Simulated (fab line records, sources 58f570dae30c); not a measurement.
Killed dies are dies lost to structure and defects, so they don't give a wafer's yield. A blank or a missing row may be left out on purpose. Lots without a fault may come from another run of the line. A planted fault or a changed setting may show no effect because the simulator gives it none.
A struck lot beside a sound one | flow berkeley_cmos170 | 44 steps out of a route of 331
Sound: wafers L362.2, L362.4, L362.6. Struck: wafers L364.1, L364.4, L364.5. The cause comes at the end.
At each step with rows: each side's tool, then ch and its chambers, then its first start. Under that, the readings that differ: sound wafers | struck wafers | difference of the means | sigmas: that difference in standard deviations of wafers without a fault.
alike: readings whose means differ by less than 2 such deviations, and words and numbers that are the same on both sides. not compared: withheld readings, readings that some wafer has no value for, bounds like >300 that may hide the same value, and numbers for which the record gives no deviation and whose values overlap.
The two part at a step that has a row with sigmas, a row that says differs or no value, or rows on one side only. Numbers that don't overlap but have no deviation are shown without sigmas and don't part them. A reading that every wafer of one side lacks parts them only if that side has two wafers or more.

UCB170_GATE_STRIP_16: strips in O2.
  sound on plasma_asher-04 ch 0,1, day 7 13:03; struck on plasma_asher-03 ch 0,1, day 8 11:49
  alike: drypump_motor_current_A, oes_product_au
  not compared: rf_hours_counter_h
UCB170_GATE_CD_MEAS_90: target cd 350 nm.
  sound on cd_sem-02, day 7 13:10; struck on cd_sem-01, day 8 11:58
  alike: cd_nm
then, 7 steps without rows for these wafers: UCB170_GATE_CLEAN_17 (cleans in SPM, time 600 s); UCB170_PLDD_HMDS_00 (prime time 60 s); UCB170_PLDD_COAT_01 (resist thk 900 nm); UCB170_PLDD_SOFTBAKE_02 (time 60 s); UCB170_PLDD_EXPOSE_03 (exposes mask PSELECT, target cd 1200 nm); UCB170_PLDD_PEB_04; UCB170_PLDD_DEVELOP_05 (develop time 45 s).
UCB170_PLDD_CD_MEAS_06: target cd 1200 nm.
  sound on cd_sem-01, day 7 17:36; struck on cd_sem-01, day 8 14:04
  alike: cd_nm
UCB170_PLDD_OVL_MEAS_07:
  sound on overlay-01, day 7 17:43; struck on overlay-01, day 8 14:11
  alike: PLDD_OVL
then, 1 step without rows for these wafers: UCB170_PLDD_IMPLANT_08.
UCB170_PLDD_IMPLANT_09:
  sound on implanter-03 ch 0, day 7 17:55; struck on implanter-04 ch 0, day 8 14:22
  reading                   | sound             | struck            | difference | sigmas
  implant_ion_amu           | 49 49 49          | 11 11 11          | -38        |
  model.implant.rp_nm (nm)  | 10.05 10.05 10.05 | 32.66 32.66 32.66 | +22.61     |
  model.implant.drp_nm (nm) | 6.005 6.005 6.005 | 17.11 17.11 17.11 | +11.11     |
then, 1 step without rows for these wafers: UCB170_PLDD_STRIP_10 (strips in O2).
UCB170_PLDD_TW_MEAS_11:
  sound on film_metro-01, day 7 18:09; struck on film_metro-04, day 8 14:37
  reading | sound          | struck      | difference | sigmas
  PLDD_TW | 1002 1002 1002 | 888 885 883 | -117       | -14
then, 7 steps without rows for these wafers: UCB170_PLDD_CLEAN_12 (cleans in SPM, time 600 s); UCB170_NLDD_HMDS_00 (prime time 60 s); UCB170_NLDD_COAT_01 (resist thk 900 nm); UCB170_NLDD_SOFTBAKE_02 (time 60 s); UCB170_NLDD_EXPOSE_03 (exposes mask NSELECT, target cd 1200 nm); UCB170_NLDD_PEB_04; UCB170_NLDD_DEVELOP_05 (develop time 45 s).
UCB170_NLDD_CD_MEAS_06: target cd 1200 nm.
  sound on cd_sem-01, day 7 23:14; struck on cd_sem-01, day 8 17:22
  alike: cd_nm
UCB170_NLDD_OVL_MEAS_07:
  sound on overlay-01, day 7 23:20; struck on overlay-02, day 8 17:29
  alike: NLDD_OVL
then, 2 steps without rows for these wafers: UCB170_NLDD_IMPLANT_08; UCB170_NLDD_IMPLANT_09.
UCB170_NLDD_STRIP_10: strips in O2.
  sound on plasma_asher-02 ch 1, day 7 23:40; struck on plasma_asher-02 ch 0,1, day 8 17:49
  alike: drypump_motor_current_A, oes_product_au, strip_time_to_endpoint_s
  not compared: rf_hours_counter_h
UCB170_NLDD_TW_MEAS_11:
  sound on film_metro-01, day 7 23:46; struck on film_metro-02, day 8 17:55
  alike: NLDD_TW
then, 1 step without rows for these wafers: UCB170_NLDD_CLEAN_12 (cleans in SPM, time 600 s).
UCB170_SPACER_CVD_00: deposits SiO2 from TEOS/O2, target thk 376 nm, time 47 s.
  sound on pecvd-04 ch 0,2, day 8 00:53; struck on pecvd-03 ch 2, day 8 18:33
  reading            | sound       | struck      | difference | sigmas
  heater_power_w (W) | 365 268 372 | 188 210 215 | -131       | -2
  alike: pressure_mtorr
UCB170_SPACER_THK_MEAS_01:
  sound on film_metro-01, day 8 00:56; struck on film_metro-01, day 8 18:37
  alike: SPACER_TEOS_THK
then, 1 step without rows for these wafers: UCB170_SPACER_ANNEAL_02 (time 1800 s).
UCB170_SPACER_ETCHBACK_03: etches SiO2 in CHF3/CF4/Ar, stops on Si, target depth 376 nm, time 100 s.
  sound on rie_diel-02 ch 0,3, day 8 08:46; struck on rie_diel-02 ch 0,2,3, day 8 23:01
  alike: drypump_motor_current_A, oes_product_au, throttle_valve_pct
  not compared: rf_hours_counter_h
then, 4 steps without rows for these wafers: UCB170_PSD_HMDS_00 (prime time 60 s); UCB170_PSD_COAT_01 (resist thk 900 nm); UCB170_PSD_SOFTBAKE_02 (time 60 s); UCB170_PSD_EXPOSE_03 (exposes mask PSELECT MOD, target cd 1200 nm).
UCB170_PSD_PEB_04:
  sound on litho_track-02 ch 0, day 8 09:40; struck on litho_track-04 ch 0, day 8 23:56
  alike: heater_power_total_W, plate_sensor_t_centre_C, plate_sensor_t_edge_C
then, 1 step without rows for these wafers: UCB170_PSD_DEVELOP_05 (develop time 45 s).
UCB170_PSD_CD_MEAS_06: target cd 1200 nm.
  sound on cd_sem-02, day 8 09:56; struck on cd_sem-01, day 9 00:13
  alike: cd_nm
UCB170_PSD_OVL_MEAS_07:
  sound on overlay-02, day 8 10:02; struck on overlay-01, day 9 00:20
  alike: PSD_OVL
then, 1 step without rows for these wafers: UCB170_PSD_IMPLANT_08.
UCB170_SDANNEAL_RS_MEAS_04: measures by four-point-probe.
  sound on film_metro-02, day 8 14:41; struck on film_metro-02, day 9 04:52
  reading          | sound                | struck            | difference | sigmas
  PLDD_RS (ohm/sq) | 1029.2 1035.5 1028.6 | 932.6 933.2 932.9 | -98.2      | -36
then, 1 step without rows for these wafers: UCB170_M3_PROBE_99.

WHERE THEY PART
First at UCB170_PLDD_TW_MEAS_11; last, within this record, at UCB170_SDANNEAL_RS_MEAS_04.

WHY: what the simulator had put in
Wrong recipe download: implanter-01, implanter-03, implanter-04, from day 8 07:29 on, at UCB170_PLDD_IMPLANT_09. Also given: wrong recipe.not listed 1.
